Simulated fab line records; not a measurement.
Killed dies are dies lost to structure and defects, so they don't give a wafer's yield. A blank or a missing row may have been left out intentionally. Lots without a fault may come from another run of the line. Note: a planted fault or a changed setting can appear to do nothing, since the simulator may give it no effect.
The tool behind it: which one? ; flow berkeley-cmos170 ; 14 lots with 42 wafers sampled at 4 steps, on a route of 331 steps

WHAT EACH GAUGE READ, for each wafer
UCB170_PWELL_THK_MEAS_03. Usual: PWELL_OXIDE_THK gives 26.5 nm (standard deviation 0.48).
lot;measured;on;PWELL_OXIDE_THK (nm);flag
L850;day 2 18:34;film-metro-03;26.6 26.5 27.1;
L851;day 3 04:25;film-metro-04;26.2 26.2 26.5;
L852;day 3 13:01;film-metro-03;27.2 27.4 27.0;
L853;day 3 13:01;film-metro-01;27.0 27.4 27.3;
L854;day 3 23:54;film-metro-01;32.5 32.6 32.6;OFF
L855;day 3 23:54;film-metro-04;34.2 33.7 33.9;OFF
L857;day 4 11:43;film-metro-04;26.2 26.7 26.3;
L865;day 6 06:18;film-metro-04;26.6 26.5 26.4;
L866;day 6 06:15;film-metro-04;26.1 25.9 26.0;
L869;day 6 23:59;film-metro-01;26.3 26.5 25.8;
L870;day 7 08:14;film-metro-03;26.3 26.5 25.9;
L871;day 7 08:15;film-metro-01;25.8 26.1 25.9;
L872;day 7 08:17;film-metro-03;26.3 26.2 26.5;
L873;day 7 21:47;film-metro-04;27.1 26.5 26.8;

UCB170_PWELL_THK_MEAS_06. Usual: PWELL_NITRIDE_THK gives 219.2 nm (standard deviation 2).
lot;measured;on;PWELL_NITRIDE_THK (nm);flag
L850;day 3 02:21;film-metro-04;218.8 216.3 218.9;
L851;day 3 13:02;film-metro-04;221.7 221.4 220.1;
L852;day 3 20:36;film-metro-04;218.6 218.6 218.8;
L853;day 3 20:36;film-metro-01;216.6 219.1 218.1;
L854;day 4 06:36;film-metro-03;218.6 220.7 219.7;
L855;day 4 06:36;film-metro-01;219.6 220.1 221.0;
L857;day 4 22:07;film-metro-04;220.3 220.8 219.6;
L865;day 6 14:11;film-metro-04;224.1 225.5 223.7;
L866;day 6 14:12;film-metro-01;220.3 221.3 221.7;
L869;day 7 12:25;film-metro-04;219.1 218.4 221.4;
L870;day 7 15:55;film-metro-01;219.5 220.8 219.6;
L871;day 7 15:56;film-metro-03;223.1 221.4 222.3;
L872;day 7 15:55;film-metro-04;218.0 216.7 218.5;
L873;day 8 03:32;film-metro-04;217.5 218.9 219.2;

UCB170_GATE_OVL_MEAS_13. Usual: GATE_OVL gives -3 nm (standard deviation 4.7).
lot;measured;on;GATE_OVL (nm);flag
L850;day 6 14:50;overlay-01;-1 -3 -9;
L851;day 7 14:59;overlay-01;-1 6 -1;
L852;day 7 19:46;overlay-01;-1 0 -6;
L853;day 7 20:02;overlay-02;-7 2 -2;
L854;day 7 20:07;overlay-02;-7 0 -8;
L855;day 7 19:53;overlay-01;-5 -6 1;
L857;day 8 18:50;overlay-01;-1 -5 3;
L865;day 10 04:06;overlay-01;-10 -1 -2;
L866;day 10 03:54;overlay-02;-10 -9 2;
L869;day 11 08:31;overlay-02;-5 -3 -1;
L870;day 11 08:13;overlay-01;1 2 -3;
L871;day 11 07:59;overlay-02;-6 4 3;
L872;day 11 07:56;overlay-01;-3 -9 -9;
L873;day 12 03:07;overlay-02;1 -3 -3;

EACH LOT AND THE TOOL THAT RAN IT (in order: tool; ch and the chambers of the sampled wafers; start)
lot;UCB170_PWELL_OXIDATION_02
L850;furnace-04 ch 0, day 2 17:12
L851;furnace-02 ch 0, day 3 03:04
L852;furnace-04 ch 0, day 3 11:40
L853;furnace-04 ch 0, day 3 11:40
L854;furnace-04 ch 0, day 3 22:33
L855;furnace-04 ch 0, day 3 22:33
L857;furnace-02 ch 0, day 4 10:22
L865;furnace-02 ch 0, day 6 04:45
L866;furnace-02 ch 0, day 6 04:45
L869;furnace-01 ch 0, day 6 22:37
L870;furnace-02 ch 0, day 7 06:53
L871;furnace-02 ch 0, day 7 06:53
L872;furnace-02 ch 0, day 7 06:53
L873;furnace-04 ch 0, day 7 20:25
- UCB170_PWELL_OXIDATION_02: target thk 26.4 nm, ox time 1260 s.

AS READ BY THE TOOLS THEMSELVES (means over the sampled wafers that have a number; for cases with no such wafer, the mark the record gives instead)
The record holds no such reading with a usual standard deviation.

THE ANSWER, worked out from the rows above alone
Rule: lot off if the mean of its wafers having a number is beyond 3 standard deviations from the usual mean. A lot without any number at a reading at which 4 lots or more have one is off too. The other lots that the step has rows for count as sound. Order of review: gauges by route order, followed by the tools' own readings, for which a lot's mean as printed above is used. At the first step where some lot is off, the reading lying furthest off is the one used; lots without a number count as furthest.
Off: at UCB170_PWELL_THK_MEAS_03 (PWELL_OXIDE_THK), L854, L855.
If a tool, at a process step before that reading, ran all the lots that are off and no sound lot after the first of them, it fits. The gauges at UCB170_PWELL_THK_MEAS_03 are tried like those tools. Of those tried, none fits.

WHAT THE SIMULATOR HAD PUT IN
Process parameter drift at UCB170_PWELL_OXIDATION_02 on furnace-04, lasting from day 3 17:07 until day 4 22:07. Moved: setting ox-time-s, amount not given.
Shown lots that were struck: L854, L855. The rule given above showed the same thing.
